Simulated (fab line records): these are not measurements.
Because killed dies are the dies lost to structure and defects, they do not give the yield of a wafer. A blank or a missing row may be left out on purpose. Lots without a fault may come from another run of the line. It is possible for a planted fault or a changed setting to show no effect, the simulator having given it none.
Comparing a struck lot with a sound one ; flow berkeleyCmos170 ; 30 steps out of a route of 331
Sound: wafers L214.1, L214.5, L214.6. Struck: wafers L222.3, L222.4, L222.6. The cause is named last.
At each step with rows: each side's tool, then ch and its chambers, then its first start. Under that, the readings that differ: sound wafers ; struck wafers ; difference of the means ; sigmas: that difference in standard deviations of wafers without a fault.
alike: readings with means less than 2 such deviations apart, plus words and numbers identical on both sides. not compared: withheld readings, readings lacking a value on some wafer, bounds such as >300 that could conceal the same value, and numbers that have no deviation in the record and whose values overlap.
Wherever a step has rows on one side only, a row that says differs or no value, or a row with sigmas, the two part there. Numbers that have no deviation but don't overlap get no sigmas and don't part them. A reading missing from all wafers of one side parts the sides only when that side holds two or more wafers.

UCB170_PLDD_TW_MEAS_11:
  struck on filmMetro-03, day 8 00:58; sound on filmMetro-02, day 6 10:21
  alike: PLDD_TW
then, 7 steps without rows for these wafers: UCB170_PLDD_CLEAN_12 (cleans in SPM, time 600 s); UCB170_NLDD_HMDS_00 (prime time 60 s); UCB170_NLDD_COAT_01 (resist thk 900 nm); UCB170_NLDD_SOFTBAKE_02 (time 60 s); UCB170_NLDD_EXPOSE_03 (exposes mask NSELECT, target cd 1200 nm); UCB170_NLDD_PEB_04; UCB170_NLDD_DEVELOP_05 (develop time 45 s).
UCB170_NLDD_CD_MEAS_06: target cd 1200 nm.
  struck on cdSem-02, day 8 02:32; sound on cdSem-01, day 6 11:34
  alike: cdNm
UCB170_NLDD_OVL_MEAS_07:
  struck on overlay-02, day 8 02:38; sound on overlay-02, day 6 11:41
  alike: NLDD_OVL
then, 2 steps without rows for these wafers: UCB170_NLDD_IMPLANT_08; UCB170_NLDD_IMPLANT_09.
UCB170_NLDD_STRIP_10: strips in O2.
  sound on plasmaAsher-02 ch 0,1, day 6 12:01; struck on plasmaAsher-02 ch 0,1, day 8 02:59
  no value came back on the struck wafers for chamberPressureMTorr (mTorr), drypumpMotorCurrentA (A), oesProductAu (a.u.), stripTimeToEndpointS (s); on the sound wafers chamberPressureMTorr (mTorr) reads 3496 3497 3495
reading;sound;struck;difference;sigmas
model.KrF_of_NLDD_COAT_01.thkNm (nm);0 0 0;888.3 884.6 887.7;+886.9;
  not compared: rfHoursCounterH
UCB170_NLDD_TW_MEAS_11:
  struck on filmMetro-03, day 8 03:04; sound on filmMetro-03, day 6 12:07
  alike: NLDD_TW
then, 1 step without rows for these wafers: UCB170_NLDD_CLEAN_12 (cleans in SPM, time 600 s).
UCB170_SPACER_CVD_00: deposits SiO2 from TEOS/O2, target thk 376 nm, time 47 s.
  sound on pecvd-01 ch 1,2, day 6 12:22; struck on pecvd-01 ch 0,1, day 8 03:18
  alike: heaterPowerW, rfFwdPowerW
UCB170_SPACER_THK_MEAS_01:
  struck on filmMetro-03, day 8 03:22; sound on filmMetro-04, day 6 12:25
  alike: SPACER_TEOS_THK
then, 1 step without rows for these wafers: UCB170_SPACER_ANNEAL_02 (time 1800 s).
UCB170_SPACER_ETCHBACK_03: etches SiO2 in CHF3/CF4/Ar, stops on Si, target depth 376 nm, time 100 s.
  sound on rieDiel-01 ch 1,2, day 6 16:01; struck on rieDiel-02 ch 0,1,3, day 8 06:47
  alike: cf4FlowSccm, drypumpMotorCurrentA, mfcArSccm, oesProductAu, rfFwdPowerW, throttleValvePct
  not compared: rfHoursCounterH
then, 6 steps without rows for these wafers: UCB170_PSD_HMDS_00 (prime time 60 s); UCB170_PSD_COAT_01 (resist thk 900 nm); UCB170_PSD_SOFTBAKE_02 (time 60 s); UCB170_PSD_EXPOSE_03 (exposes mask PSELECT MOD, target cd 1200 nm); UCB170_PSD_PEB_04; UCB170_PSD_DEVELOP_05 (develop time 45 s).
UCB170_PSD_CD_MEAS_06: target cd 1200 nm.
  struck on cdSem-01, day 8 08:12; sound on cdSem-02, day 6 17:36
  alike: cdNm
UCB170_PSD_OVL_MEAS_07:
  struck on overlay-02, day 8 08:17; sound on overlay-01, day 6 17:43
  alike: PSD_OVL
following that, these wafers have no rows for 1 step: UCB170_PSD_IMPLANT_08.
UCB170_PSD_STRIP_09: strips in O2.
  sound on plasmaAsher-01 ch 0,1, day 6 17:55; struck on plasmaAsher-01 ch 0,1, day 8 08:30
reading;sound;struck;difference;sigmas
oesProductAu (a.u.);0.594 0.601 0.608;0.664 0.668 0.673;+0.067;+15
stripTimeToEndpointS (s);29.33 29.39 29.32;55.59 55.56 55.58;+26.23;+99 or more
  alike: chamberPressureMTorr, drypumpMotorCurrentA
  not compared: rfHoursCounterH
UCB170_PSD_TW_MEAS_10:
  struck on filmMetro-02, day 8 08:49; sound on filmMetro-03, day 6 18:01
reading;sound;struck;difference;sigmas
PSD_TW;2340 2341 2331;30 30 30;-2307;-99 or more
  not compared: hold

== WHERE THEY PART ==
Earliest at UCB170_NLDD_STRIP_10; latest, in this record, at UCB170_PSD_TW_MEAS_10.

WHY: what the simulator had put in
Beginning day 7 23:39, the whole step at UCB170_NLDD_STRIP_10 was skipped on plasmaAsher-02. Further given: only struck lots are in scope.
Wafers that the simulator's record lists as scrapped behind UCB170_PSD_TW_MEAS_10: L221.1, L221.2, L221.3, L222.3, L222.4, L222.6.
